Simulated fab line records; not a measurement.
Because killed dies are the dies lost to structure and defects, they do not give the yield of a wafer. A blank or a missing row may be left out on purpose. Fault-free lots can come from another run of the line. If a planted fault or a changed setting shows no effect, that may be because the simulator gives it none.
Check of tool commonality + flow berkeley_cmos170 + 14 lots, 42 wafers sampled

## WHY IT WAS OPENED
At UCB170_GATE_THK_MEAS_02 the reading GATE_OXIDE_THK is flagged on 2 of 14 lots. No-fault wafers: 6.68 nm, standard deviation 0.13.
Rule: a lot is flagged when every wafer of it that has a number lies more than 4 standard deviations from that mean, or none has a number. The rest of the lots are taken to be sound.

| lot  | measured     | on            | GATE_OXIDE_THK (nm), wafer by wafer | flag    |
|------|--------------|---------------|-------------------------------------|---------|
| L105 | day 5 16:30  | film_metro-04 | 6.93 6.94 6.89                      |         |
| L107 | day 6 01:53  | film_metro-04 | 6.88 6.80 6.80                      |         |
| L109 | day 6 06:45  | film_metro-04 | 6.64 6.57 6.64                      |         |
| L110 | day 6 09:12  | film_metro-02 | 6.66 6.71 6.74                      |         |
| L111 | day 6 09:12  | film_metro-04 | 6.93 6.91 6.98                      |         |
| L113 | day 6 22:31  | film_metro-01 | 6.78 6.65 6.68                      |         |
| L112 | day 6 22:33  | film_metro-02 | 6.55 6.77 6.61                      |         |
| L114 | day 7 11:32  | film_metro-04 | 10.76 10.80 10.51                   | FLAGGED |
| L115 | day 7 18:18  | film_metro-01 | 6.48 6.47 6.47                      |         |
| L116 | day 7 20:25  | film_metro-02 | 11.24 11.40 11.30                   | FLAGGED |
| L118 | day 8 04:19  | film_metro-04 | 6.72 6.60 6.67                      |         |
| L119 | day 8 20:56  | film_metro-02 | 6.93 6.79 6.73                      |         |
| L127 | day 10 03:55 | film_metro-04 | 6.48 6.59 6.67                      |         |
| L128 | day 10 16:18 | film_metro-01 | 6.58 6.63 6.80                      |         |
The numbers of the flagged lots are 11.00 nm on average: +4.32 nm against the usual, or +33 standard deviations.

## LOT BY LOT: THE TOOL USED
2 process steps preceding the reading are held in the record, out of 331 steps in the route. In each cell: the tool, then ch and the chambers that the sampled wafers went through, then the start.
| lot  | flag    | UCB170_NVT_STRIP_08                  | UCB170_GATE_OXIDATION_01                                      |
|------|---------|--------------------------------------|---------------------------------------------------------------|
| L105 |         | plasma_asher-02 ch 0,1, day 5 11:49  | furnace-04 ch 0, day 5 15:00                                  |
| L107 |         | plasma_asher-02 ch 0,1, day 5 18:40  | furnace-04 ch 0, day 6 00:23                                  |
| L109 |         | plasma_asher-01 ch 0,1, day 6 02:02  | furnace-02 ch 0, day 6 05:14                                  |
| L110 |         | plasma_asher-04 ch 0, day 6 02:22    | furnace-04 ch 0, day 6 07:42                                  |
| L111 |         | plasma_asher-02 ch 0,1, day 6 02:08  | furnace-04 ch 0, day 6 07:42                                  |
| L113 |         | plasma_asher-01 ch 0,1, day 6 15:05  | furnace-02 ch 0, day 6 21:01                                  |
| L112 |         | plasma_asher-02 ch 0,1, day 6 15:20  | furnace-02 ch 0, day 6 21:01                                  |
| L114 | FLAGGED | plasma_asher-01 ch 0,1, day 6 20:17  | furnace-03 ch 0, day 7 03:46                                  |
| L115 |         | plasma_asher-02 ch 0,1, day 7 11:25  | furnace-03 ch 0, day 7 16:48                                  |
| L116 | FLAGGED | plasma_asher-01 ch 1, day 7 11:13    | furnace-03 ch 0, day 7 16:48 and furnace-02 ch 0, day 7 18:55 |
| L118 |         | plasma_asher-01 ch 0,1, day 7 22:55  | furnace-03 ch 0, day 8 02:49                                  |
| L119 |         | plasma_asher-01 ch 0,1, day 8 13:50  | furnace-02 ch 0, day 8 19:25                                  |
| L127 |         | plasma_asher-02 ch 0,1, day 9 22:01  | furnace-02 ch 0, day 10 02:25                                 |
| L128 |         | plasma_asher-01 ch 0,1, day 10 10:04 | furnace-02 ch 0, day 10 14:47                                 |
What the steps here do:
- UCB170_NVT_STRIP_08: strips in O2.
- UCB170_GATE_OXIDATION_01: target thk 6.6 nm, ox time 1800 s.
- UCB170_GATE_THK_MEAS_02

## FLAGGED AGAINST TOTAL, ONE TOOL AT A TIME (gauges that did the reading follow at the end)
| step                     | tool            | lots run | flagged | share of the flagged lots | sound lots run after its first flagged lot |
|--------------------------|-----------------|----------|---------|---------------------------|--------------------------------------------|
| UCB170_NVT_STRIP_08      | plasma_asher-01 | 7        | 2       | all                       | 3 (L118,L119,L128)                         |
| UCB170_NVT_STRIP_08      | plasma_asher-02 | 6        | 0       | none                      | -                                          |
| UCB170_NVT_STRIP_08      | plasma_asher-04 | 1        | 0       | none                      | -                                          |
| UCB170_GATE_OXIDATION_01 | furnace-02      | 7        | 1       | some                      | 3 (L119,L127,L128)                         |
| UCB170_GATE_OXIDATION_01 | furnace-03      | 4        | 2       | all                       | 2 (L115,L118)                              |
| UCB170_GATE_OXIDATION_01 | furnace-04      | 4        | 0       | none                      | -                                          |
| UCB170_GATE_THK_MEAS_02  | film_metro-01   | 3        | 0       | none                      | -                                          |
| UCB170_GATE_THK_MEAS_02  | film_metro-02   | 4        | 1       | some                      | 1 (L119)                                   |
| UCB170_GATE_THK_MEAS_02  | film_metro-04   | 7        | 1       | some                      | 2 (L118,L127)                              |

## THE TABLE: WHAT IT ALLOWS
Rows of the table that ran all the flagged lots, 2 in number: plasma_asher-01 at UCB170_NVT_STRIP_08; furnace-03 at UCB170_GATE_OXIDATION_01.
- plasma_asher-01 at UCB170_NVT_STRIP_08 ran 7 lots, 2 of them flagged. Lots that were sound ran on it after the first flagged one (L118, L119, L128); a persistent fault on the entire tool would not allow that.
- furnace-03 at UCB170_GATE_OXIDATION_01 ran 4 lots, 2 of them flagged. Lots that were sound ran on it after the first flagged one (L115, L118); a persistent fault on the entire tool would not allow that.
Every row of the table either missed a flagged lot or ran a sound lot after the first.

## WHAT HAD BEEN PUT IN BY THE SIMULATOR
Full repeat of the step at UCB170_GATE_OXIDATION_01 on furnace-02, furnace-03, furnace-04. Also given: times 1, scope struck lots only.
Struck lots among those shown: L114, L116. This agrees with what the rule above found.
